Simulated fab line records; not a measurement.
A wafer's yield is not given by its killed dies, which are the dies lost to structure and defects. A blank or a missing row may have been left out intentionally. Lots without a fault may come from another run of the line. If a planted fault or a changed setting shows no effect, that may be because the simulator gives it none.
Comparing a struck lot with a sound one + flow berkeley_cmos170 + 17 steps out of a route of 331
Sound: these wafers, L872.3, L872.4, L872.5. Wafers struck: L879.3, L879.4, L879.5. At the end, the cause is stated.
At each step with rows: each side's tool, then ch and its chambers, then its first start. Under that, the readings that differ: sound wafers + struck wafers + difference of the means + sigmas: that difference in standard deviations of wafers without a fault.
alike: words and numbers the same on both sides, and readings whose means are apart by under 2 such deviations; not compared: readings that were withheld, readings missing a value for some wafer, numbers with overlapping values and no deviation given by the record, and bounds like >300 which may hide the same value.
The two part at a step that has a row with sigmas, a row that says differs or no value, or rows on one side only. When numbers do not overlap yet have no deviation, they are printed without sigmas and do not part them. A reading missing from all wafers of one side parts the sides only when that side holds two or more wafers.

first, 1 step without rows for these wafers: UCB170_M3_SOFTBAKE_06 (time 60 s).
UCB170_M3_STRIP_07: strips in O2.
  sound on plasma_asher-04 ch 0,1, day 7 16:26; struck on plasma_asher-02 ch 0,1, day 9 11:30
| reading                      | sound             | struck            | difference | sigmas |
|------------------------------|-------------------|-------------------|------------|--------|
| strip_time_to_endpoint_s (s) | 22.13 22.14 21.98 | 21.86 21.98 21.96 | -0.15      | -3     |
  alike: drypump_motor_current_A, oes_product_au
  not compared: rf_hours_counter_h
then, 7 steps without rows for these wafers: UCB170_M3_STRIP_08 (strips KrF in DMSO, time 600 s); UCB170_M3_COAT_09; UCB170_M3_COAT_10 (resist thk 900 nm); UCB170_M3_SOFTBAKE_11 (time 60 s); UCB170_M3_EXPOSE_12 (exposes mask METAL3, target cd 700 nm); UCB170_M3_PEB_13; UCB170_M3_DEVELOP_14 (develop time 45 s).
UCB170_M3_CD_MEAS_15: target cd 700 nm.
  sound: cd_sem-01 at day 7 18:10; struck: cd_sem-01 at day 9 12:46
  alike: cd_nm
UCB170_M3_OVL_MEAS_16:
  sound: overlay-01 at day 7 18:16; struck: overlay-01 at day 9 12:52
| reading     | sound      | struck | difference | sigmas |
|-------------|------------|--------|------------|--------|
| M3_OVL (nm) | -14 -6 -14 | 4 6 1  | +15        | +3     |
UCB170_M3_ETCH_17: etches BARC in N2/H2.
  sound on rie_diel-04 ch 0,1, day 7 18:17; struck on rie_diel-02 ch 1,2, day 9 12:53
  alike: drypump_motor_current_A, oes_product_au, rf_fwd_power_W, throttle_valve_pct
UCB170_M3_METAL_ETCH_18: etches Al in Cl2/BCl3, stops on SiO2, target depth 1170 nm, time 195 s.
  sound on rie_metal-02 ch 0, day 7 18:27; struck on rie_metal-01 ch 0,1, day 9 12:59
| reading                             | sound             | struck            | difference | sigmas |
|-------------------------------------|-------------------|-------------------|------------|--------|
| oes_product_au (a.u.)               | 0.846 0.845 0.839 | 0.862 0.879 0.876 | +0.029     | +3     |
| rf_fwd_power_W (W)                  | 597.4 597.8 598.5 | 526.7 525.7 522.5 | -72.9      | -36    |
| throttle_valve_pct (%)              | 24.25 24.24 24.26 | 24.38 24.69 24.70 | +0.34      | +2     |
| model.KrF_of_M3_COAT_10.thk_nm (nm) | 201.9 207.5 192.9 | 289.7 282 281.3   | +83.6      |        |
| model.M3.cd_nm (nm)                 | 700.3 698 700.4   | 707.5 705.8 708.1 | +7.6       |        |
| model.SiO2_of_V2_CVD_00.thk_nm (nm) | 937.6 938.1 935.9 | 945.2 944.1 944.3 | +7.3       |        |
  alike: drypump_motor_current_A
  not compared: rf_hours_counter_h
UCB170_M3_STRIP_19: strips in O2.
  sound on plasma_asher-02 ch 0,1, day 7 18:44; struck on plasma_asher-04 ch 0,1, day 9 13:08
| reading               | sound             | struck            | difference | sigmas |
|-----------------------|-------------------|-------------------|------------|--------|
| oes_product_au (a.u.) | 0.537 0.538 0.521 | 0.620 0.618 0.614 | +0.085     | +10    |
  alike: drypump_motor_current_A
  not compared: rf_hours_counter_h
UCB170_M3_CD_MEAS_90: target cd 700 nm.
  sound: cd_sem-02 at day 7 18:50; struck: cd_sem-01 at day 9 13:15
| reading    | sound             | struck            | difference | sigmas |
|------------|-------------------|-------------------|------------|--------|
| cd_nm (nm) | 700.5 697.7 700.6 | 707.4 705.8 708.0 | +7.5       | +3     |
UCB170_M3_BOW_MEAS_20:
  sound: film_metro-03 at day 7 18:58; struck: film_metro-01 at day 9 13:22
  alike: M3_BOW
UCB170_M3_PROBE_99:
  rows exist in the record for the struck wafers here (prober-02, day 9 13:33), but not for the sound ones

== WHERE THEY PART ==
Last at UCB170_M3_PROBE_99 as far as this record goes, first at UCB170_M3_STRIP_07.

WHY: whatever the simulator had introduced
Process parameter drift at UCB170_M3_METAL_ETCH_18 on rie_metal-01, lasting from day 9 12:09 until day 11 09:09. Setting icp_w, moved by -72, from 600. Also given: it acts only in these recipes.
